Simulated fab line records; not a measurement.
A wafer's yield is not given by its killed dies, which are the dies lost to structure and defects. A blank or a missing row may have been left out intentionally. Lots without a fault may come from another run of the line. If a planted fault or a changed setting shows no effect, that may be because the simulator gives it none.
fab line records    flow rit_cmos
record lots=13  wafers=39  last_day=7
route steps=202 shown M1@184
lots that met no fault: taken from a fault-free run of the same line
start_h: the number of hours between the record's first day and the start of the first shown wafer of the lot    wait_h: hours since the lot's step before    " identical to the entry in the row above    L1.1+2: a single row standing in for several wafers    - no value, or no start was given    * or withheld: withheld    < > ~ a bound
route shown NAME@n: names a module that has steps shown in the file, with the first one's number in the route    usual: mean and standard deviation over wafers with no fault    same: alike in all rows    chamber/n: place in a boat    sites: the reading at each site    _std_site: how widely they spread, as a standard deviation    _edge_site: mean of outer sites minus mean of inner sites    radius_mm: how far each site lies from the wafer's centre    mask NAME#n: copy n    behind: the last tool/chamber to shape the wafer    hold: the reason the lot was held/the length of the hold in hours/how it ended    device: the n, p or np transistor that did not switch    end of line: the route-end tests of the same wafers    step lacking rows: just its recipe    killed: not the wafer's yield, but the dies lost to structure and defects at the first sort    map: a wafer's dies, x killed, . not, _ none there
set.NAME: the setting the step ran with; set.NAME@STEP: the setting that earlier step ran with    model.NAME: the simulator's own value behind a step, which no gauge read
steps of the route over a sample of lots; a table a step, a row a wafer
services: when a tool's chamber went out of use (start_h, in hours from the record's first day, below 0 if earlier), for how many hours, and the reason
## steps
# step RIT_M1_SPUTTER_00
# recipe material=Al  target_thk_nm=400  power_w=2057  chamber_pressure_pa=0.4  gas=Ar  time_s=500  substrate_temp_c=25
# usual throttle_valve_pct=30.0/0.93
lot.wafer  tool            chamber  start_h  wait_h  throttle_valve_pct
L849.1     pvd_sputter-02  -        54.82    0.0     30.4
L849.5     "               -        "        "       29.7
L849.6     "               -        "        "       29.3
L850.1     pvd_sputter-03  -        59.84    0.0     30.4
L850.4     "               -        "        "       29.4
L850.5     "               -        "        "       30.8
L852.2     pvd_sputter-03  -        67.52    0.0     29.6
L852.3     "               -        "        "       30.9
L852.4     "               -        "        "       30.7
L859.1     pvd_sputter-02  -        107.76   0.0     30.9
L859.3     "               -        "        "       29.2
L859.5     "               -        "        "       29.2
L860.1     pvd_sputter-04  -        109.54   0.0     29.0
L860.2     "               -        "        "       31.4
L860.6     "               -        "        "       31.6
L861.1     pvd_sputter-02  -        117.27   0.0     30.9
L861.3     "               -        "        "       30.0
L861.6     "               -        "        "       30.6
L862.1     pvd_sputter-04  -        122.81   0.0     31.3
L862.2     "               -        "        "       29.6
L862.4     "               -        "        "       28.7
L864.3     pvd_sputter-03  -        132.34   0.0     31.0
L864.5     "               -        "        "       29.3
L864.6     "               -        "        "       30.5
L865.1     pvd_sputter-02  -        134.52   0.0     30.9
L865.4     "               -        "        "       29.0
L865.5     "               -        "        "       30.1
L868.1     pvd_sputter-04  -        151.44   0.0     31.4
L868.2     "               -        "        "       29.4
L868.4     "               -        "        "       27.5
L870.2     pvd_sputter-04  -        163.82   0.0     29.6
L870.3     "               -        "        "       27.7
L870.6     "               -        "        "       29.7
L871.1     pvd_sputter-02  -        167.93   0.0     31.2
L871.3     "               -        "        "       30.3
L871.6     "               -        "        "       30.2
L872.1     pvd_sputter-04  -        174.98   0.0     29.3
L872.4     "               -        "        "       31.1
L872.6     "               -        "        "       28.8
# step RIT_M1_CD_MEAS_09
# recipe target_cd_nm=2600
# usual cd_nm=2600.7/2.1
lot.wafer  tool       chamber  start_h  wait_h  cd_nm
L849.1     cd_sem-02  -        56.31    -       2602.2
L849.5     "          -        "        "       2603.4
L849.6     "          -        "        "       2603.3
L850.1     cd_sem-01  -        61.38    -       2601.7
L850.4     "          -        "        "       2601.3
L850.5     "          -        "        "       2599.8
L852.2     cd_sem-02  -        68.89    -       2601.6
L852.3     "          -        "        "       2601.2
L852.4     "          -        "        "       2601.1
L859.1     cd_sem-01  -        109.12   -       2600.9
L859.3     "          -        "        "       2601.5
L859.5     "          -        "        "       2597.5
L860.1     cd_sem-01  -        111.02   -       2602.0
L860.2     "          -        "        "       2601.4
L860.6     "          -        "        "       2601.4
L861.1     cd_sem-01  -        118.72   -       2603.5
L861.3     "          -        "        "       2602.4
L861.6     "          -        "        "       2602.5
L862.1     cd_sem-02  -        124.16   -       2599.0
L862.2     "          -        "        "       2598.6
L862.4     "          -        "        "       2600.3
L864.3     cd_sem-02  -        133.73   -       2597.4
L864.5     "          -        "        "       2597.4
L864.6     "          -        "        "       2598.1
L865.1     cd_sem-02  -        135.88   -       2597.9
L865.4     "          -        "        "       2599.6
L865.5     "          -        "        "       2599.3
L868.1     cd_sem-01  -        152.80   -       2602.6
L868.2     "          -        "        "       2599.4
L868.4     "          -        "        "       2600.3
L870.2     cd_sem-01  -        165.19   -       2601.9
L870.3     "          -        "        "       2602.8
L870.6     "          -        "        "       2600.8
L871.1     cd_sem-01  -        169.41   -       2598.1
L871.3     "          -        "        "       2599.1
L871.6     "          -        "        "       2597.8
L872.1     cd_sem-01  -        176.46   -       2603.9
L872.4     "          -        "        "       2602.5
L872.6     "          -        "        "       2601.5
# step RIT_M1_OVL_MEAS_10
# usual M1_OVL=-1.1/1.4
lot.wafer  tool        chamber  start_h  wait_h  M1_OVL[nm]
L849.1     overlay-02  -        56.43    0.1     -1.8
L849.5     "           -        "        "       -1.8
L849.6     "           -        "        "       -2.3
L850.1     overlay-01  -        61.50    0.1     -1.1
L850.4     "           -        "        "       -1.2
L850.5     "           -        "        "       -2.4
L852.2     overlay-02  -        69.00    0.1     0.9
L852.3     "           -        "        "       -2.7
L852.4     "           -        "        "       0.0
L859.1     overlay-02  -        109.24   0.1     -0.1
L859.3     "           -        "        "       -1.1
L859.5     "           -        "        "       1.5
L860.1     overlay-02  -        111.14   0.1     0.2
L860.2     "           -        "        "       2.9
L860.6     "           -        "        "       -1.3
L861.1     overlay-01  -        118.84   0.1     -1.5
L861.3     "           -        "        "       -0.1
L861.6     "           -        "        "       0.6
L862.1     overlay-02  -        124.28   0.1     -1.9
L862.2     "           -        "        "       -2.2
L862.4     "           -        "        "       -2.6
L864.3     overlay-02  -        133.83   0.1     -1.9
L864.5     "           -        "        "       -2.5
L864.6     "           -        "        "       -1.3
L865.1     overlay-01  -        136.00   0.1     1.7
L865.4     "           -        "        "       -0.8
L865.5     "           -        "        "       0.8
L868.1     overlay-02  -        152.92   0.1     -2.1
L868.2     "           -        "        "       -0.8
L868.4     "           -        "        "       -0.1
L870.2     overlay-02  -        165.30   0.1     -2.4
L870.3     "           -        "        "       -0.5
L870.6     "           -        "        "       -0.5
L871.1     overlay-02  -        169.53   0.1     -0.7
L871.3     "           -        "        "       -0.4
L871.6     "           -        "        "       -1.0
L872.1     overlay-01  -        176.58   0.1     0.0
L872.4     "           -        "        "       -1.2
L872.6     "           -        "        "       -1.3
# step RIT_M1_METAL_ETCH_12
# recipe stop_on=SiO2  chemistry=Cl2/BCl3  target=Al  time_s=165  over_etch_frac=0.5  pressure_mtorr=100  target_depth_a=6000  rf_w=250  Cl2_flow_sccm=60  bcl3_flow_sccm=50
# usual bcl3_flow_sccm=49.99/0.16  drypump_motor_current_A=5.6/0.56  oes_product_au=0.794/0.0088  throttle_valve_pct=8.28/0.088
lot.wafer  tool          chamber  start_h  wait_h  bcl3_flow_sccm  drypump_motor_current_A  oes_product_au  rf_hours_counter_h  throttle_valve_pct
L849.1     rie_metal-04  0        56.72    0.2     50.11           5.2                      0.799           2.2                 8.29
L849.5     "             1        "        "       49.82           6.4                      0.792           -                   8.38
L849.6     "             0        "        "       49.80           5.2                      0.810           -                   8.27
L850.1     rie_metal-03  1        61.79    0.2     49.94           6.2                      0.780           0.6                 8.14
L850.4     "             1        "        "       49.99           6.2                      0.782           -                   8.14
L850.5     "             0        "        "       49.90           5.2                      0.787           -                   8.25
L852.2     rie_metal-04  1        69.28    0.2     50.07           6.3                      0.785           2.7                 8.39
L852.3     "             1        "        "       49.75           6.3                      0.785           -                   8.37
L852.4     "             0        "        "       50.15           5.2                      0.801           -                   8.28
L859.1     rie_metal-03  0        109.53   0.2     49.92           5.2                      0.797           1.1                 8.27
L859.3     "             0        "        "       49.87           5.2                      0.801           -                   8.28
L859.5     "             0        "        "       49.63           5.2                      0.798           -                   8.26
L860.1     rie_metal-02  1        111.43   0.2     50.22           6.1                      0.800           4.9                 8.24
L860.2     "             0        "        "       49.91           4.9                      0.801           4.5                 8.38
L860.6     "             0        "        "       50.02           4.9                      0.804           -                   8.40
L861.1     rie_metal-04  1        119.13   0.2     49.97           6.3                      0.787           3.2                 8.39
L861.3     "             0        "        "       50.12           5.2                      0.789           -                   8.27
L861.6     "             0        "        "       50.10           5.2                      0.803           -                   8.29
L862.1     rie_metal-03  1        124.57   0.2     50.12           6.2                      0.801           1.3                 8.14
L862.2     "             0        "        "       49.88           5.2                      0.783           1.3                 8.26
L862.4     "             1        "        "       50.00           6.2                      0.794           -                   8.14
L864.3     rie_metal-04  0        134.15   0.2     50.52           5.3                      0.798           -                   8.29
L864.5     "             0        "        "       50.02           5.2                      0.784           -                   8.28
L864.6     "             1        "        "       49.81           6.3                      0.776           -                   8.40
L865.1     rie_metal-03  0        136.28   0.2     50.01           5.2                      0.796           1.5                 8.27
L865.4     "             1        "        "       49.99           6.1                      0.787           -                   8.14
L865.5     "             1        "        "       50.01           6.2                      0.790           -                   8.12
L868.1     rie_metal-03  0        153.20   0.2     49.94           5.2                      0.792           1.6                 8.27
L868.2     "             1        "        "       49.78           6.1                      0.801           1.6                 8.14
L868.4     "             0        "        "       49.94           5.2                      0.806           -                   8.25
L870.2     rie_metal-04  1        165.58   0.2     49.78           6.3                      0.785           3.8                 8.39
L870.3     "             0        "        "       49.85           5.2                      0.794           -                   8.29
L870.6     "             1        "        "       49.82           6.4                      0.786           -                   8.39
L871.1     rie_metal-03  0        169.81   0.2     50.21           5.2                      0.789           1.8                 8.29
L871.3     "             1        "        "       50.09           6.2                      0.787           -                   8.15
L871.6     "             1        "        "       50.01           6.1                      0.789           -                   8.14
L872.1     rie_metal-02  0        176.89   0.2     49.91           4.9                      0.806           5.2                 8.39
L872.4     "             0        "        "       50.01           4.9                      0.807           -                   8.39
L872.6     "             0        "        "       49.94           4.9                      0.805           -                   8.40
# step RIT_M1_PROBE_99
# usual defect_limited_yield=97.2/1.2  killed_at_M0_to_M3=0.0/0.14  killed_at_front_end=7/3.2  killed_dies=7/3.2  killed_open=3.6/1.9  killed_short=3.6/2  sort_bin_3_pad_short=0.1/0.22  sort_bin_5_function=1.6/0.93  sort_bin_6_memory=1.0/0.66  sort_n_pass=257/3.2  sort_yield_pct=97.2/1.2
# same gross_dies=264  killed_at_M4_up=0  killed_at_back_side=0  killed_at_contacts=0  killed_at_other=0
lot.wafer  tool       chamber  start_h  wait_h  defect_limited_yield[%]  killed_at_M0_to_M3  killed_at_front_end  killed_dies  killed_open  killed_short  sort_bin_3_pad_short[%]  sort_bin_5_function[%]  sort_bin_6_memory[%]  sort_n_pass  sort_yield_pct[%]
L849.1     prober-02  -        58.99    0.1     96.2                     0                   10                   10           5            5             0.4                      1.1                     2.3                   254          96.2
L849.5     prober-02  -        59.19    0.2     95.8                     0                   11                   11           4            7             0                        3.4                     0.8                   253          95.8
L849.6     prober-02  -        59.24    0.2     98.9                     0                   3                    3            1            2             0.4                      0.4                     0.4                   261          98.9
L850.1     prober-01  -        64.06    0.1     98.5                     0                   4                    4            2            2             0                        1.1                     0.4                   260          98.5
L850.4     prober-01  -        64.21    0.2     96.6                     1                   8                    9            4            4             0                        3.0                     0.4                   255          96.6
L850.5     prober-01  -        64.26    0.2     95.8                     1                   10                   11           4            6             0.4                      2.7                     1.1                   253          95.8
L852.2     prober-01  -        71.58    0.1     97.0                     0                   8                    8            5            3             0                        0.8                     2.3                   256          97.0
L852.3     prober-01  -        71.63    0.2     97.3                     0                   7                    7            2            5             0                        2.3                     0.4                   257          97.3
L852.4     prober-01  -        71.68    0.2     98.1                     0                   5                    5            3            2             0.4                      1.1                     0.4                   259          98.1
L859.1     prober-02  -        111.78   0.1     98.9                     0                   3                    3            1            2             0                        0.4                     0.8                   261          98.9
L859.3     prober-02  -        111.88   0.2     97.7                     0                   6                    6            4            2             0                        1.9                     0.4                   258          97.7
L859.5     prober-02  -        111.98   0.2     98.5                     0                   4                    4            1            3             0                        0.8                     0.8                   260          98.5
L860.1     prober-02  -        113.68   0.1     98.1                     0                   5                    5            4            1             0                        1.5                     0.4                   259          98.1
L860.2     prober-02  -        113.73   0.1     96.6                     4                   5                    9            4            1             0.4                      1.1                     1.9                   255          96.6
L860.6     prober-02  -        113.93   0.2     96.6                     7                   2                    9            1            1             0.4                      1.9                     1.1                   255          96.6
L861.1     prober-02  -        121.38   0.1     95.8                     0                   11                   11           5            6             0.8                      1.5                     1.9                   253          95.8
L861.3     prober-02  -        121.48   0.2     97.0                     0                   8                    8            4            4             0                        2.7                     0.4                   256          97.0
L861.6     prober-02  -        121.63   0.2     96.2                     0                   10                   10           4            6             0.4                      2.3                     1.1                   254          96.2
L862.1     prober-01  -        126.84   0.1     97.3                     0                   7                    7            3            4             0                        1.5                     1.1                   257          97.3
L862.2     prober-01  -        126.89   0.1     98.9                     0                   3                    3            3            0             0                        1.1                     0                     261          98.9
L862.4     prober-01  -        126.99   0.2     98.1                     0                   5                    5            4            1             0                        0                       1.9                   259          98.1
L864.3     prober-01  -        136.47   0.2     97.0                     0                   8                    8            3            5             0.8                      0                       2.3                   256          97.0
L864.5     prober-01  -        136.57   0.2     97.0                     0                   8                    8            3            4             0.4                      0.8                     1.9                   256          97.0
L864.6     prober-01  -        136.62   0.2     97.3                     0                   7                    7            3            4             0.4                      1.5                     0.8                   257          97.3
L865.1     prober-02  -        138.53   0.1     98.5                     0                   4                    4            2            2             0.8                      0.4                     0.4                   260          98.5
L865.4     prober-02  -        138.68   0.2     97.7                     0                   6                    6            3            3             0                        1.5                     0.8                   258          97.7
L865.5     prober-02  -        138.73   0.2     97.3                     0                   7                    7            2            5             0.4                      1.1                     1.1                   257          97.3
L868.1     prober-01  -        155.46   0.1     93.9                     0                   16                   16           8            8             0.4                      4.2                     1.5                   248          93.9
L868.2     prober-01  -        155.51   0.1     96.6                     0                   9                    9            4            4             0                        1.9                     1.5                   255          96.6
L868.4     prober-01  -        155.61   0.2     97.0                     0                   8                    8            3            5             0                        2.7                     0.4                   256          97.0
L870.2     prober-01  -        167.88   0.1     98.5                     0                   4                    4            1            3             0                        0.4                     1.1                   260          98.5
L870.3     prober-01  -        167.93   0.2     98.5                     1                   3                    4            3            1             0                        0.8                     0.8                   260          98.5
L870.6     prober-01  -        168.08   0.2     98.9                     0                   3                    3            0            3             0                        1.1                     0                     261          98.9
L871.1     prober-02  -        172.08   0.1     93.6                     0                   17                   17           12           5             0.4                      4.2                     1.9                   247          93.6
L871.3     prober-02  -        172.18   0.2     97.3                     0                   7                    7            3            3             0.4                      1.5                     0.8                   257          97.3
L871.6     prober-02  -        172.33   0.2     97.0                     0                   8                    8            3            5             0                        2.3                     0.8                   256          97.0
L872.1     prober-01  -        179.31   0.1     95.8                     0                   11                   11           5            6             0                        3.0                     1.1                   253          95.8
L872.4     prober-01  -        179.46   0.2     96.2                     0                   10                   10           8            2             0                        1.5                     2.3                   254          96.2
L872.6     prober-01  -        179.56   0.2     97.3                     0                   7                    7            4            3             0                        1.5                     1.1                   257          97.3
# killed by level:class
L849.1 SPACER:geometric_particle:open=3 GATE:geometric_particle:open=2 SILICIDE:geometric_particle:short=2 FOX1:geometric_particle:short=1 GATE:geometric_particle:short=1 SPACER:geometric_particle:short=1
L849.5 GATE:geometric_particle:short=2 GATE:geometric_particle:open=2 REOX:geometric_particle:short=2 FOX1:geometric_particle:short=1 FOX2:geometric_particle:open=1 FOX2:geometric_particle:short=1 SILICIDE:geometric_particle:open=1 SILICIDE:geometric_particle:short=1
L849.6 FOX1:geometric_particle:short=1 GATE:geometric_particle:short=1 SPACER:geometric_particle:open=1
L850.1 GATE:geometric_particle:open=1 REOX:geometric_particle:short=1 SILICIDE:geometric_particle:open=1 SILICIDE:geometric_particle:short=1
L850.4 FOX1:geometric_particle:short=2 GATE:geometric_particle:open=2 FOX1:geometric_particle:open=1 REOX:geometric_particle:short=1 SPACER:geometric_particle:short=1 SPACER:geometric_particle:open=1 M1:coat_microbubble_printed=1
L850.5 GATE:geometric_particle:short=3 SPACER:geometric_particle:open=2 SPACER:geometric_particle:short=2 ACTIVE:geometric_particle:short=1 FOX2:geometric_particle:open=1 REOX:geometric_particle:open=1 M1:coat_microbubble_printed=1
L852.2 SILICIDE:geometric_particle:open=3 FOX1:geometric_particle:open=2 FOX1:geometric_particle:short=1 GATE:geometric_particle:short=1 SILICIDE:geometric_particle:short=1
L852.3 GATE:geometric_particle:short=3 FOX1:geometric_particle:short=1 GATE:geometric_particle:open=1 SILICIDE:geometric_particle:open=1 SILICIDE:geometric_particle:short=1
L852.4 GATE:geometric_particle:open=2 GATE:geometric_particle:short=1 REOX:geometric_particle:open=1 SILICIDE:geometric_particle:short=1
L859.1 FOX2:geometric_particle:short=1 GATE:geometric_particle:open=1 SPACER:geometric_particle:short=1
L859.3 FOX1:geometric_particle:short=2 FOX1:geometric_particle:open=1 GATE:geometric_particle:open=1 REOX:geometric_particle:open=1 SILICIDE:geometric_particle:open=1
L859.5 FOX2:geometric_particle:short=1 GATE:geometric_particle:open=1 REOX:geometric_particle:short=1 SPACER:geometric_particle:short=1
L860.1 GATE:geometric_particle:open=3 GATE:geometric_particle:short=1 REOX:geometric_particle:open=1
L860.2 M1:unspecified=4 REOX:geometric_particle:open=2 FOX1:geometric_particle:open=1 GATE:geometric_particle:open=1 GATE:geometric_particle:short=1
L860.6 M1:unspecified=7 GATE:geometric_particle:short=1 SILICIDE:geometric_particle:open=1
L861.1 GATE:geometric_particle:short=5 GATE:geometric_particle:open=2 SPACER:geometric_particle:open=2 FOX2:geometric_particle:open=1 REOX:geometric_particle:short=1
L861.3 FOX1:geometric_particle:open=2 SILICIDE:geometric_particle:short=2 GATE:geometric_particle:short=1 REOX:geometric_particle:open=1 REOX:geometric_particle:short=1 SILICIDE:geometric_particle:open=1
L861.6 SPACER:geometric_particle:short=3 GATE:geometric_particle:open=2 GATE:geometric_particle:short=2 SPACER:geometric_particle:open=2 SILICIDE:geometric_particle:short=1
L862.1 SILICIDE:geometric_particle:short=2 SILICIDE:geometric_particle:open=1 FOX1:geometric_particle:open=1 GATE:geometric_particle:short=1 REOX:geometric_particle:short=1 SPACER:geometric_particle:open=1
L862.2 REOX:geometric_particle:open=1 SPACER:geometric_particle:open=1 SILICIDE:geometric_particle:open=1
L862.4 GATE:geometric_particle:open=2 FOX2:geometric_particle:open=1 GATE:geometric_particle:short=1 REOX:geometric_particle:open=1
L864.3 GATE:geometric_particle:open=2 SPACER:geometric_particle:short=2 GATE:geometric_particle:short=1 REOX:geometric_particle:short=1 SILICIDE:geometric_particle:open=1 SILICIDE:geometric_particle:short=1
L864.5 GATE:geometric_particle:short=2 FOX1:geometric_particle:short=1 FOX2:geometric_particle:open=1 SPACER:geometric_particle:open=1 SPACER:geometric_particle:short=1 SILICIDE:geometric_particle:open=1 PWELL:coat_microbubble_printed=1
L864.6 GATE:geometric_particle:open=2 FOX1:geometric_particle:short=1 FOX2:geometric_particle:short=1 REOX:geometric_particle:short=1 SPACER:geometric_particle:short=1 SILICIDE:geometric_particle:open=1
L865.1 FOX1:geometric_particle:open=1 FOX2:geometric_particle:short=1 GATE:geometric_particle:short=1 SPACER:geometric_particle:open=1
L865.4 FOX1:geometric_particle:open=3 FOX1:geometric_particle:short=1 GATE:geometric_particle:short=1 SPACER:geometric_particle:short=1
L865.5 FOX1:geometric_particle:short=2 GATE:geometric_particle:open=2 GATE:geometric_particle:short=1 SPACER:geometric_particle:short=1 SILICIDE:geometric_particle:short=1
L868.1 GATE:geometric_particle:open=4 FOX1:geometric_particle:short=3 GATE:geometric_particle:short=3 FOX1:geometric_particle:open=2 FOX2:geometric_particle:short=2 FOX2:geometric_particle:open=1 SILICIDE:geometric_particle:open=1
L868.2 GATE:geometric_particle:open=3 GATE:geometric_particle:short=3 SPACER:geometric_particle:short=1 SILICIDE:geometric_particle:open=1 PLDD:coat_microbubble_printed=1
L868.4 GATE:geometric_particle:short=3 FOX2:geometric_particle:short=2 GATE:geometric_particle:open=2 FOX1:geometric_particle:open=1
L870.2 SILICIDE:geometric_particle:short=2 GATE:geometric_particle:short=1 SPACER:geometric_particle:open=1
L870.3 FOX2:geometric_particle:open=1 SILICIDE:geometric_particle:short=1 SILICIDE:geometric_particle:open=1 M1:geometric_particle:open=1
L870.6 GATE:geometric_particle:short=1 REOX:geometric_particle:short=1 SPACER:geometric_particle:short=1
L871.1 GATE:geometric_particle:open=4 REOX:geometric_particle:short=4 SPACER:geometric_particle:open=4 FOX1:geometric_particle:open=2 REOX:geometric_particle:open=1 SPACER:geometric_particle:short=1 SILICIDE:geometric_particle:open=1
L871.3 FOX2:geometric_particle:open=1 FOX2:geometric_particle:short=1 GATE:geometric_particle:short=1 GATE:geometric_particle:open=1 REOX:geometric_particle:open=1 SPACER:geometric_particle:short=1 PRETRO:coat_microbubble_printed=1
L871.6 GATE:geometric_particle:short=4 GATE:geometric_particle:open=2 FOX2:geometric_particle:short=1 FOX2:geometric_particle:open=1
L872.1 GATE:geometric_particle:short=4 FOX2:geometric_particle:open=2 GATE:geometric_particle:open=2 FOX2:geometric_particle:short=1 SPACER:geometric_particle:open=1 SPACER:geometric_particle:short=1
L872.4 FOX1:geometric_particle:open=3 GATE:geometric_particle:open=3 FOX1:geometric_particle:short=2 SPACER:geometric_particle:open=2
L872.6 FOX1:geometric_particle:open=2 FOX1:geometric_particle:short=1 GATE:geometric_particle:open=1 GATE:geometric_particle:short=1 SPACER:geometric_particle:short=1 SILICIDE:geometric_particle:open=1
## services
tool            chamber  start_h  hours  kind
rie_metal-04    0        36.40    14.3   repair
rie_metal-02    1        45.93    1.1    repair
pvd_sputter-02  -        70.40    1.1    repair
pvd_sputter-04  -        76.67    4.3    repair
pvd_sputter-03  -        106.14   3.8    repair
rie_metal-03    -        141.85   2.8    pm
rie_metal-02    1        151.17   4.6    repair
pvd_sputter-04  -        164.76   7.5    repair
pvd_sputter-02  -        172.69   2.4    repair
## key
first_sign step=RIT_M1_PROBE_99  reading=killed_at_M0_to_M3  direction=up  sigmas=5.5  usual=0.0  struck=5.5
effect none on later readings
met_at RIT_M1_METAL_ETCH_12
struck_lots L860
struck_wafers L860.2,L860.6
not_acting_at RIT_M1_SPUTTER_00,RIT_M1_CD_MEAS_09,RIT_M1_OVL_MEAS_10
fault kind=chamber_particle_source  tool=rie_metal-02  chamber=0  onset_h=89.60  steps=RIT_M1_METAL_ETCH_12  rate_per_visit_cm2=0.041415  end_h=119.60
